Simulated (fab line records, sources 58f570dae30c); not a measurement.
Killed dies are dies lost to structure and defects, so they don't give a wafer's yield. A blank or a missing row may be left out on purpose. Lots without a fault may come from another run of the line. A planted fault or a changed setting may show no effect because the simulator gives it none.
A struck lot beside a sound one | flow berkeley_cmos170 | 41 steps out of a route of 331
Sound: wafers L489.1, L489.3, L489.4. Struck: wafers L481.1, L481.4, L481.5. The cause comes at the end.
At each step with rows: each side's tool, then ch and its chambers, then its first start. Under that, the readings that differ: sound wafers | struck wafers | difference of the means | sigmas: that difference in standard deviations of wafers without a fault.
alike: readings whose means differ by less than 2 such deviations, and words and numbers that are the same on both sides. not compared: withheld readings, readings that some wafer has no value for, bounds like >300 that may hide the same value, and numbers for which the record gives no deviation and whose values overlap.
The two part at a step that has a row with sigmas, a row that says differs or no value, or rows on one side only. Numbers that don't overlap but have no deviation are shown without sigmas and don't part them. A reading that every wafer of one side lacks parts them only if that side has two wafers or more.

first, 2 steps without rows for these wafers: UCB170_PFIELD_PEB_04; UCB170_PFIELD_DEVELOP_05 (develop time 45 s).
UCB170_PFIELD_OVL_MEAS_06:
  sound on overlay-01, day 8 02:47; struck on overlay-02, day 6 01:43
  alike: PFIELD_OVL
then, 1 step without rows for these wafers: UCB170_PFIELD_IMPLANT_07.
UCB170_PFIELD_STRIP_08: strips in O2.
  sound on plasma_asher-03 ch 0,1, day 8 02:58; struck on plasma_asher-03 ch 0,1, day 6 01:54
  alike: drypump_motor_current_A, oes_product_au, strip_time_to_endpoint_s
  not compared: rf_hours_counter_h
UCB170_PFIELD_TW_MEAS_09:
  sound on film_metro-04, day 8 03:04; struck on film_metro-03, day 6 02:00
  alike: PFIELD_TW
then, 2 steps without rows for these wafers: UCB170_FIELD_CLEAN_00 (cleans in dHF, time 7.5 s); UCB170_FIELD_OXIDATION_01 (target thk 558.3 nm, ox time 7200 s).
UCB170_FIELD_THK_MEAS_02:
  sound on film_metro-03, day 8 09:58; struck on film_metro-03, day 6 11:13
  alike: FIELD_OXIDE_THK
then, 3 steps without rows for these wafers: UCB170_FIELD_ANNEAL_03 (time 1200 s); UCB170_FIELD_WET_ETCH_04 (etches SiO2 in dHF, time 60 s); UCB170_FIELD_WET_ETCH_05 (etches Si3N4 in H3PO4, time 12600 s).
UCB170_FIELD_WET_ETCH_06: etches SiO2 in BOE, time 22 s.
  sound on wet_bench-01 ch 1, day 8 21:34; struck on wet_bench-02 ch 3, day 6 19:32
  no value came back on the struck wafers for bath_heat_duty_pct (%), run_length_s (s); on the sound wafers bath_heat_duty_pct (%) reads 7.3 5.9 6.6
  reading                                       | sound           | struck            | difference | sigmas
  model.SiO2_of_FIELD_OXIDATION_01.thk_nm (nm)  | 433.7 439.2 447 | 487.2 483.5 491.5 | +47.4      |
  model.SiO2_of_ACTIVE_OXIDATION_02.thk_nm (nm) | 0 0 0           | 21.53 20.82 21.51 | +21.29     |
UCB170_FIELD_THK_MEAS_90:
  sound on film_metro-04, day 8 21:35; struck on film_metro-03, day 6 19:33
  reading                     | sound       | struck      | difference | sigmas
  FIELD_OXIDE_LEFT_1_THK (nm) | 433 439 447 | 487 483 492 | +48        | +4
then, 11 steps without rows for these wafers: UCB170_SACOX_CLEAN_00 (cleans in dHF, time 7.5 s); UCB170_SACOX_OXIDATION_01 (target thk 14.4 nm, ox time 2400 s); UCB170_SCREENOX_WET_ETCH_00 (etches SiO2 in dHF, time 200 s); UCB170_SCREENOX_OXIDATION_01 (target thk 14.4 nm, ox time 2400 s); UCB170_SCREENOX_ANNEAL_03 (time 900 s); UCB170_NVT_HMDS_00 (prime time 60 s); UCB170_NVT_COAT_01 (resist thk 900 nm); UCB170_NVT_SOFTBAKE_02 (time 60 s); UCB170_NVT_EXPOSE_03 (exposes mask PWELL, target cd 3000 nm); UCB170_NVT_PEB_04; UCB170_NVT_DEVELOP_05 (develop time 45 s).
UCB170_NVT_OVL_MEAS_06:
  sound on overlay-02, day 9 09:16; struck on overlay-02, day 7 12:08
  alike: NVT_OVL
then, 1 step without rows for these wafers: UCB170_NVT_IMPLANT_07.
UCB170_NVT_STRIP_08: strips in O2.
  sound on plasma_asher-01 ch 0,1, day 9 09:27; struck on plasma_asher-02 ch 0,1, day 7 12:19
  reading                      | sound             | struck            | difference | sigmas
  drypump_motor_current_A (A)  | 5.1 5.5 5.1       | 6.5 5.8 6.5       | +1.0       | +2
  strip_time_to_endpoint_s (s) | 21.51 21.56 21.52 | 21.70 21.72 21.69 | +0.17      | +3
  alike: oes_product_au
  not compared: rf_hours_counter_h
UCB170_NVT_TW_MEAS_09:
  sound on film_metro-01, day 9 09:33; struck on film_metro-04, day 7 12:26
  alike: NVT_TW
then, 7 steps without rows for these wafers: UCB170_NVT_CLEAN_10 (cleans in SPM, time 600 s); UCB170_PVT_HMDS_00 (prime time 60 s); UCB170_PVT_COAT_01 (resist thk 900 nm); UCB170_PVT_SOFTBAKE_02 (time 60 s); UCB170_PVT_EXPOSE_03 (exposes mask NWELL, target cd 3000 nm); UCB170_PVT_PEB_04; UCB170_PVT_DEVELOP_05 (develop time 45 s).
UCB170_PVT_OVL_MEAS_06:
  sound on overlay-02, day 9 10:38; struck on overlay-01, day 7 14:02
  alike: PVT_OVL
then, 1 step without rows for these wafers: UCB170_PVT_IMPLANT_07.
UCB170_PVT_STRIP_08: strips in O2.
  sound on plasma_asher-04 ch 0,1, day 9 10:49; struck on plasma_asher-04 ch 0,1, day 7 14:13
  alike: drypump_motor_current_A, oes_product_au, strip_time_to_endpoint_s
  not compared: rf_hours_counter_h
UCB170_PVT_TW_MEAS_09:
  sound on film_metro-02, day 9 10:55; struck on film_metro-04, day 7 14:19
  reading | sound       | struck      | difference | sigmas
  PVT_TW  | 523 526 521 | 504 507 507 | -17        | -3
UCB170_FIELD_THK_MEAS_91:
  sound on film_metro-02, day 9 11:06; struck on film_metro-02, day 7 14:26
  reading                     | sound       | struck      | difference | sigmas
  FIELD_OXIDE_LEFT_2_THK (nm) | 345 350 358 | 400 396 404 | +49        | +4

WHERE THEY PART
First at UCB170_FIELD_WET_ETCH_06; last, within this record, at UCB170_FIELD_THK_MEAS_91.

WHY: what the simulator had put in
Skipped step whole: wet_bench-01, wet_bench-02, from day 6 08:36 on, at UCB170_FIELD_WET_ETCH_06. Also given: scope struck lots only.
